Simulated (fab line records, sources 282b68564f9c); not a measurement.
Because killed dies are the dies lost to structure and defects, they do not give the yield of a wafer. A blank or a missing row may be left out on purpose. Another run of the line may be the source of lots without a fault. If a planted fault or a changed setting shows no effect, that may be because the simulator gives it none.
A lot that was struck, set against a sound lot | flow ritCmos | 14 out of 202 route steps
Sound: the wafers L851.2, L851.5, L851.6. Wafers struck: L854.1, L854.2, L854.6. The cause comes at the end.
For every step that has rows: the tool of each side, followed by ch and its chambers, followed by its first start. Under that, the readings that differ: sound wafers | struck wafers | difference of the means | sigmas: that difference in standard deviations of wafers without a fault.
alike: readings whose means differ by less than 2 such deviations, and words and numbers that are the same on both sides. not compared: withheld readings, readings that some wafer has no value for, bounds like >300 that may hide the same value, and numbers for which the record gives no deviation and whose values overlap.
A row with sigmas, a row that says differs or no value, or rows on one side alone: a step with any of these is where the two part. Numbers that don't overlap but have no deviation are shown without sigmas and don't part them. Lack of a reading on every wafer of one side parts them only where that side has two or more wafers.

RIT_ACTIVE_THK_MEAS_02:
  sound: filmMetro-04 at day 5 06:31; struck: filmMetro-04 at day 5 22:11
  alike: ACTIVE_OXIDE_THK
then, 1 step without rows for these wafers: RIT_ACTIVE_CVD_03 (deposits Si3N4 from SiH2Cl2/NH3, target thk 150 nm, time 1500 s).
RIT_ACTIVE_THK_MEAS_04:
  sound: filmMetro-03 at day 5 07:59; struck: filmMetro-04 at day 5 23:40
  alike: ACTIVE_NITRIDE_THK
then, 6 steps without rows for these wafers: RIT_ACTIVE_HMDS_05 (prime time 60 s); RIT_ACTIVE_COAT_06 (resist thk 1000 nm); RIT_ACTIVE_SOFTBAKE_07 (time 60 s); RIT_ACTIVE_EXPOSE_08 (exposes mask M1, target cd 1400 nm); RIT_ACTIVE_PEB_09; RIT_ACTIVE_DEVELOP_10 (develop time 50 s).
RIT_ACTIVE_CD_MEAS_11: target cd 1400 nm.
  sound: cdSem-01 at day 5 09:07; struck: cdSem-02 at day 6 00:35
  alike: cdNm
then, 1 step without rows for these wafers: RIT_ACTIVE_HARDBAKE_12 (time 60 s).
RIT_ACTIVE_ETCH_13: etches Si3N4 in SF6, stops on SiO2, time 210 s, target depth 210 nm.
  sound on rieDiel-02 ch 2,3, day 5 09:22; struck on rieDiel-04 ch 1,2, day 6 00:51
  alike: drypumpMotorCurrentA, oesProductAu, throttleValvePct
  not compared: rfHoursCounterH
RIT_ACTIVE_STRIP_14: strips in O2, time 180 s.
  sound on plasmaAsher-03 ch 0,1, day 5 09:30; struck on plasmaAsher-01 ch 0,1, day 6 00:59
  no value came back on the struck wafers for chamberPressureMTorr (mTorr), drypumpMotorCurrentA (A); on the sound wafers chamberPressureMTorr (mTorr) reads 4006 4008 3997
reading                                    | sound | struck          | difference | sigmas
model.NOVOLAK_of_ACTIVE_COAT_06.thkNm (nm) | 0 0 0 | 664 661.4 665.7 | +664       | 
  not compared: rfHoursCounterH
RIT_ACTIVE_CD_MEAS_90: target cd 1400 nm.
  sound: cdSem-02 at day 5 09:42; struck: cdSem-01 at day 6 01:10
  alike: cdNm

## WHERE THEY PART
Only at RIT_ACTIVE_STRIP_14, within this record. Later steps at which nothing parts them and some readings are alike: RIT_ACTIVE_CD_MEAS_90.

WHY: what the simulator had put in
Skipped step whole: plasmaAsher-01, from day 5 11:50 on, at RIT_ACTIVE_STRIP_14. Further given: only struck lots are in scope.
